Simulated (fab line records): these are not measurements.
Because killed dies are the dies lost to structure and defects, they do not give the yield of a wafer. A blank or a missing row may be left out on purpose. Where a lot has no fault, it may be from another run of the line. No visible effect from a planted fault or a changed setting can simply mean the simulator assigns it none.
The tool behind it: which one?    flow rit_cmos    14 lots, 42 wafers sampled, at 2 steps of a route of 202

== WHAT EACH GAUGE READ, for each wafer ==
RIT_ACTIVE_CD_MEAS_90: the cd target is 1400 nm.
lot   measured     on         cd_nm (nm)
L394  day 1 15:17  cd_sem-01  1398.8 1400.9 1398.3
L396  day 2 03:56  cd_sem-02  1398.7 1400.6 1398.1
L398  day 2 12:11  cd_sem-02  1401.4 1400.8 1400.8
L399  day 2 19:18  cd_sem-02  1399.1 1395.9 1398.1
L400  day 2 22:16  cd_sem-01  1400.4 1402.4 1402.3
L402  day 3 09:01  cd_sem-02  - - -
L403  day 3 12:14  cd_sem-01  - - -
L406  day 4 04:31  cd_sem-01  1399.2 1401.5 1398.3
L407  day 4 09:48  cd_sem-02  1401.7 1404.3 1403.8
L408  day 4 15:50  cd_sem-02  1398.7 1398.7 1396.7
L409  day 4 20:49  cd_sem-02  1403.3 1404.3 1403.1
L412  day 5 09:35  cd_sem-01  1405.4 1404.0 1405.5
L413  day 5 15:16  cd_sem-01  1398.0 1398.7 1399.1
L417  day 6 12:02  cd_sem-02  1397.1 1396.6 1396.1

== WHAT TOOL EACH LOT RAN ON (gives the tool, then ch and the chambers of the sampled wafers, and finally the start) ==
lot   RIT_ACTIVE_CVD_03
L394  lpcvd-02 ch 1, day 1 12:12
L396  lpcvd-01 ch 0, day 2 01:02
L398  lpcvd-01 ch 0, day 2 09:15
L399  lpcvd-01 ch 1, day 2 16:16
L400  lpcvd-01 ch 1, day 2 19:17
L402  lpcvd-01 ch 1, day 3 05:59
L403  lpcvd-02 ch 0, day 3 09:07
L406  lpcvd-01 ch 1, day 4 00:54
L407  lpcvd-02 ch 0, day 4 06:14
L408  lpcvd-02 ch 0, day 4 12:47
L409  lpcvd-01 ch 0, day 4 17:54
L412  lpcvd-02 ch 1, day 5 06:39
L413  lpcvd-01 ch 1, day 5 12:22
L417  lpcvd-02 ch 1, day 6 08:17
- RIT_ACTIVE_CVD_03: deposits Si3N4 from SiH2Cl2/NH3, target thk 150 nm, time 1500 s.

== WHAT THE TOOLS THEMSELVES READ (means of the sampled wafers that have a number; where no wafer has one, the mark that the record gives instead) ==
RIT_ACTIVE_CVD_03.
lot   tool      nh3_flow_sccm (sccm)  pressure_mtorr (mTorr)  sih2cl2_flow_sccm (sccm)  zone_power_centre_pct (%)
L394  lpcvd-02  149.9                 300.2                   60.03                     36
L396  lpcvd-01  149.8                 300.5                   60.11                     41
L398  lpcvd-01  150.5                 299.8                   59.96                     42
L399  lpcvd-01  149.4                 299.7                   59.97                     41
L400  lpcvd-01  149.7                 299.9                   60.08                     41
L402  lpcvd-01  -                     -                       -                         -
L403  lpcvd-02  -                     -                       -                         -
L406  lpcvd-01  150.4                 299.9                   59.94                     41
L407  lpcvd-02  149.9                 299.4                   60.12                     34
L408  lpcvd-02  149.8                 300.3                   59.89                     34
L409  lpcvd-01  149.9                 300.0                   59.98                     42
L412  lpcvd-02  150.4                 299.3                   60.02                     37
L413  lpcvd-01  149.9                 300.9                   60.18                     41
L417  lpcvd-02  150.1                 299.9                   59.98                     36

== THE ANSWER, worked out from the rows above alone ==
Rule: usual is defined by the lots themselves. The widest of any qualifying gaps counts: lots, ordered by their means at a reading, are off when they make up no more than a third of the lots, leave a main group of 4 or more, and stand apart from it by 3 or more times the standard deviation of that group's means. Not used: any main group whose means are identical at the precision the tables above print for the reading. Also off: a lot with no number at a reading for which 4 or more lots have one. Where the step has rows for the other lots, those lots are counted as sound. The gauges are gone through in route order, then the tools' own readings, and for those a lot's mean is taken as printed above. The first step at which some lot is off is used, and at that step the reading that is off furthest; a lot without a number counts as furthest.
Off: L402, L403, at RIT_ACTIVE_CD_MEAS_90 (cd_nm). Without a number there: L402, L403. Main group: mean 1400.3 nm, sd 2.5.
If a tool, at a process step before that reading, ran all the lots that are off and no sound lot after the first of them, it fits. Not tried: the gauges at RIT_ACTIVE_CD_MEAS_90; whatever is off there is also off at RIT_ACTIVE_CVD_03, on other tools, and gauge error can't account for it. Of those tried, none fits.

== WHAT THE SIMULATOR HAD PUT IN ==
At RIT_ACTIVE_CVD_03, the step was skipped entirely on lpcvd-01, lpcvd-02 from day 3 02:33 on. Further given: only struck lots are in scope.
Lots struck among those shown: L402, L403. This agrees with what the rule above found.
